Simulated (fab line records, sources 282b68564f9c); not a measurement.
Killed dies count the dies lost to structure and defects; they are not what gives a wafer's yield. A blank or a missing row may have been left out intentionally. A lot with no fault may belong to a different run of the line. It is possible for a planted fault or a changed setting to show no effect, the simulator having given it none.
Struck lot and sound lot, side by side ; flow rit_cmos ; 44 out of 202 route steps
Sound: these wafers, L415.2, L415.5, L415.6. The struck wafers were L424.1, L424.2, L424.5. Last of all comes the cause.
Per side, at each step with rows, come the tool, then ch with its chambers, and then its first start. Under that, the readings that differ: sound wafers ; struck wafers ; difference of the means ; sigmas: that difference in standard deviations of wafers without a fault.
alike: words and numbers the same on both sides, and readings whose means are apart by under 2 such deviations; not compared: readings that were withheld, readings missing a value for some wafer, numbers with overlapping values and no deviation given by the record, and bounds like >300 which may hide the same value.
Wherever a step has rows on one side only, a row that says differs or no value, or a row with sigmas, the two part there. Numbers that don't overlap but have no deviation are shown without sigmas and don't part them. A reading that every wafer of one side lacks parts them only if that side has two wafers or more.

first, 2 steps without rows for these wafers: RIT_NLDD_HARDBAKE_07 (time 60 s); RIT_NLDD_IMPLANT_08.
RIT_NLDD_STRIP_09: strips in O2, time 180 s.
  sound on plasma_asher-03 ch 0,1, day 2 22:01; struck on plasma_asher-03 ch 0,1, day 4 21:37
  alike: drypump_motor_current_A
  not compared: rf_hours_counter_h
RIT_NLDD_TW_MEAS_10:
  sound: film_metro-01 at day 2 22:11; struck: film_metro-04 at day 4 21:47
  alike: NLDD_TW
then, 6 steps without rows for these wafers: RIT_PLDD_HMDS_00 (prime time 60 s); RIT_PLDD_COAT_01 (resist thk 1000 nm); RIT_PLDD_SOFTBAKE_02 (time 60 s); RIT_PLDD_EXPOSE_03 (exposes mask M8, target cd 40900 nm); RIT_PLDD_PEB_04; RIT_PLDD_DEVELOP_05 (develop time 50 s).
RIT_PLDD_OVL_MEAS_06:
  sound: overlay-02 at day 2 23:06; struck: overlay-02 at day 4 22:42
  alike: PLDD_OVL
then, 1 step without rows for these wafers: RIT_PLDD_HARDBAKE_07 (time 60 s).
RIT_PLDD_IMPLANT_08:
  sound on implanter-03 ch 0, day 2 23:18; struck on implanter-01 ch 0, day 4 22:53
reading;sound;struck;difference;sigmas
beam_energy_keV;20.000 19.991 20.002;22.189 22.184 22.183;+2.188;+99 or more
model.implant.rp_nm (nm);17.79 17.79 17.79;18.65 18.65 18.65;+0.86;
model.implant.drp_nm (nm);9.752 9.752 9.752;10.49 10.49 10.49;+0.74;
  alike: beam_on_s
RIT_PLDD_STRIP_09: strips in O2, time 180 s.
  sound on plasma_asher-04 ch 0,1, day 2 23:26; struck on plasma_asher-01 ch 0,1, day 4 23:02
  alike: drypump_motor_current_A
  not compared: rf_hours_counter_h
RIT_PLDD_TW_MEAS_10:
  sound: film_metro-04 at day 2 23:37; struck: film_metro-01 at day 4 23:13
reading;sound;struck;difference;sigmas
PLDD_TW;2349 2359 2357;2405 2412 2402;+51;+2
then, 4 steps without rows for these wafers: RIT_SPACER_CLEAN_00 (cleans in SC1, time 600 s); RIT_SPACER_CLEAN_01 (cleans in dHF, time 30 s); RIT_SPACER_CLEAN_02 (cleans in SC2, time 600 s); RIT_SPACER_CVD_03 (deposits Si3N4 from SiH2Cl2/NH3, target thk 250 nm, time 3300 s).
RIT_SPACER_THK_MEAS_04:
  sound: film_metro-01 at day 3 02:27; struck: film_metro-03 at day 5 01:33
  alike: SPACER_NITRIDE_THK
RIT_SPACER_ETCHBACK_05: etches Si3N4 in SF6/CHF3, stops on SiO2, target depth 250 nm, time 240 s.
  sound on rie_diel-02 ch 1,2,3, day 3 02:30; struck on rie_diel-03 ch 1,3, day 5 01:37
  alike: drypump_motor_current_A, oes_product_au, throttle_valve_pct
  not compared: rf_hours_counter_h
then, 6 steps without rows for these wafers: RIT_NSD_HMDS_00 (prime time 60 s); RIT_NSD_COAT_01 (resist thk 1000 nm); RIT_NSD_SOFTBAKE_02 (time 60 s); RIT_NSD_EXPOSE_03 (exposes mask M9, target cd 40700 nm); RIT_NSD_PEB_04; RIT_NSD_DEVELOP_05 (develop time 50 s).
RIT_NSD_OVL_MEAS_06:
  sound: overlay-01 at day 3 03:31; struck: overlay-01 at day 5 02:44
  alike: NSD_OVL
then, 2 steps without rows for these wafers: RIT_NSD_HARDBAKE_07 (time 60 s); RIT_NSD_IMPLANT_08.
RIT_NSD_STRIP_09: strips in O2, time 180 s.
  sound on plasma_asher-04 ch 0,1, day 3 03:50; struck on plasma_asher-04 ch 0,1, day 5 03:04
  alike: drypump_motor_current_A
  not compared: rf_hours_counter_h
RIT_NSD_TW_MEAS_10:
  sound: film_metro-01 at day 3 04:01; struck: film_metro-01 at day 5 03:15
  alike: NSD_TW
then, 6 steps without rows for these wafers: RIT_PSD_HMDS_00 (prime time 60 s); RIT_PSD_COAT_01 (resist thk 1000 nm); RIT_PSD_SOFTBAKE_02 (time 60 s); RIT_PSD_EXPOSE_03 (exposes mask M10, target cd 40900 nm); RIT_PSD_PEB_04; RIT_PSD_DEVELOP_05 (develop time 50 s).
RIT_PSD_OVL_MEAS_06:
  sound: overlay-01 at day 3 05:03; struck: overlay-01 at day 5 04:17
  alike: PSD_OVL
then, 2 steps without rows for these wafers: RIT_PSD_HARDBAKE_07 (time 60 s); RIT_PSD_IMPLANT_08.
RIT_PSD_STRIP_09: strips in O2, time 180 s.
  sound on plasma_asher-04 ch 0,1, day 3 05:23; struck on plasma_asher-02 ch 0,1, day 5 04:37
  alike: drypump_motor_current_A
  not compared: rf_hours_counter_h
RIT_SDANNEAL_RS_MEAS_06: measures by four-point-probe.
  sound: film_metro-03 at day 3 06:19; struck: film_metro-04 at day 5 05:32
reading;sound;struck;difference;sigmas
PLDD_RS (ohm/sq);178.6 178.2 178.3;172.0 171.8 171.6;-6.6;-14
RIT_M1_PROBE_99:
  sound: prober-01 at day 3 13:28; struck: prober-02 at day 5 12:39
reading;sound;struck;difference;sigmas
model.etest.pmos_turned.r_on_ohm_um;3321 3244 3279;3217 3136 3114;-126;
model.etest.pmos_0p3.r_on_ohm_um;6341 6292 6327;6160 6076 5997;-242;
model.etest.pldd.rs_ohm_sq;463.5 460.3 453.5;404.8 400.1 392.3;-60.0;
model.etest.pldd.line_ohm_um;146 149.6 143.2;126.2 127.4 123;-20.7;
model.etest.pmos_turned.drive_ua_um;198.1 202.6 204.5;209.7 217.3 216.6;+12.8;
model.etest.pmos_0p15.drive_ua_um;261.8 267.1 267.3;268.7 280.2 277.1;+9.9;
  alike: killed_at_contacts, killed_at_front_end, killed_dies, killed_open, killed_short
  not compared: model.etest.pmos_0p15.r_on_ohm_um, model.etest.pmos_0p15.off_log10_a_um

WHERE THEY PART
At RIT_PLDD_IMPLANT_08 first; at RIT_SDANNEAL_RS_MEAS_06 last (within this record only). Later steps at which nothing parts them and some readings are alike: RIT_M1_PROBE_99.

WHY: what had been put in by the simulator
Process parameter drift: implanter-01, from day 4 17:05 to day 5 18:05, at RIT_PLDD_IMPLANT_08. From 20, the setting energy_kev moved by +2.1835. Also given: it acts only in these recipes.
